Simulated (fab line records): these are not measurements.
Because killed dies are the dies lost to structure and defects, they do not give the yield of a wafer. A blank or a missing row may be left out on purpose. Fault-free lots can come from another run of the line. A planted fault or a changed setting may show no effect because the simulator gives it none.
2 desks looking at one fault | flow berkeley cmos170 | each desk has only its own numbers; what lay behind them comes last

== DESK OF THE TOOL OWNER: rie metal-04 ==
The tool's own readings at UCB170_M1_METAL_ETCH_12 (etches Al in Cl2/BCl3, stops on PSG, target depth 780 nm, time 130 s): means of the sampled wafers that have a number, for each lot that ran on this tool. The brackets show how far a lot's mean lies from the usual mean; more than 4 standard deviations puts the lot out of limits, marked OUT.
Columns: A = drypump motor current A at UCB170_M1_METAL_ETCH_12, usual 5.5 A; B = oes product au at UCB170_M1_METAL_ETCH_12, usual 0.860 a.u.; C = rf fwd power W at UCB170_M1_METAL_ETCH_12, usual 596.9 W; D = throttle valve pct at UCB170_M1_METAL_ETCH_12, usual 24.07 %
lot  | first seen here | A   | B     | C                       | D
L305 | day 6 22:08     | 5.0 | 0.855 | 598.5                   | 24.12
L307 | day 7 04:22     | 5.1 | 0.868 | 598.6                   | 24.12
L309 | day 7 23:44     | 5.0 | 0.857 | 596.8                   | 24.12
L313 | day 8 17:43     | 5.1 | 0.853 | 596.8                   | 24.12
L314 | day 9 02:22     | 4.9 | 0.858 | 833.4 (+99 or more) OUT | 24.17
L316 | day 9 17:44     | 5.2 | 0.870 | 677.4 (+37) OUT         | 24.08
This desk finds L314, L316 out of limits, L314 being first, at day 9 02:22 (rf fwd power W at UCB170_M1_METAL_ETCH_12). In limits: L305, L307, L309, L313.

== AT THE METROLOGY DESK ==
Means of the sampled wafers that have a number, per lot and without regard to the tool the lot ran on: this is what the gauges read. The brackets show how far a lot's mean lies from the usual mean; more than 4 standard deviations puts the lot out of limits, marked OUT.
Columns: A = SACOX_OXIDE_THK at UCB170_SACOX_THK_MEAS_02, usual 14.35 nm; B = cd nm at UCB170_M1_CD_MEAS_90, usual 699.1 nm; C = V2_TEOS_THK at UCB170_V2_THK_MEAS_01, usual 1997 nm
lot  | first seen here | A     | B                | C
L305 | day 4 21:31     | 14.30 | 698.7            | 2001
L307 | day 5 04:46     | 14.16 | 698.2            | 2000
L306 | day 5 04:46     | 14.24 | 699.1            | 1989
L309 | day 5 21:46     | 13.97 | 696.7            | 2008
L310 | day 5 21:46     | 14.16 | 697.6            | 2010
L313 | day 6 18:28     | 14.52 | 697.4            | 1993
L314 | day 7 04:02     | 14.61 | 684.4 (-6.7) OUT | 1990
L315 | day 7 04:03     | 14.32 | 700.1            | 1996
L316 | day 7 16:00     | 14.27 | 695.9            | 1964
L317 | day 7 16:00     | 14.51 | 698.1            | 1999
L319 | day 8 02:38     | 14.49 | 699.4            | 1993
L324 | day 9 03:31     | 14.01 | 701.2            | 2026
L326 | day 9 21:52     | 14.73 | 697.7            | 2019
L328 | day 9 23:17     | 14.04 | 701.9            | 2041
This desk finds L314 out of limits, L314 being first, at day 9 02:37 (cd nm at UCB170_M1_CD_MEAS_90). In limits: L305, L307, L306, L309, L310, L313, L315, L316, L317, L319, L324, L326, L328.

== ALL TOGETHER ==
The tool owner's desk could have raised an alarm at day 9 02:22, on L314, L316.
At day 9 02:37 the metrology desk could have sounded an alarm, on L314.
The metrology desk has L316 on record, within its limits.
All the named lots went through UCB170_M1_METAL_ETCH_12 on rie metal-04.

== WHAT THE SIMULATOR PUT IN ==
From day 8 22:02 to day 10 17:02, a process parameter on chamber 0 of rie metal-04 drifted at UCB170_M1_METAL_ETCH_12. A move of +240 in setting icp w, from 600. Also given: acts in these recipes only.
Shown lots that were struck: L314, L316.
Hours from the fault's start to each desk's first reading out of limits: the tool owner's desk, 4; the metrology desk, 5.
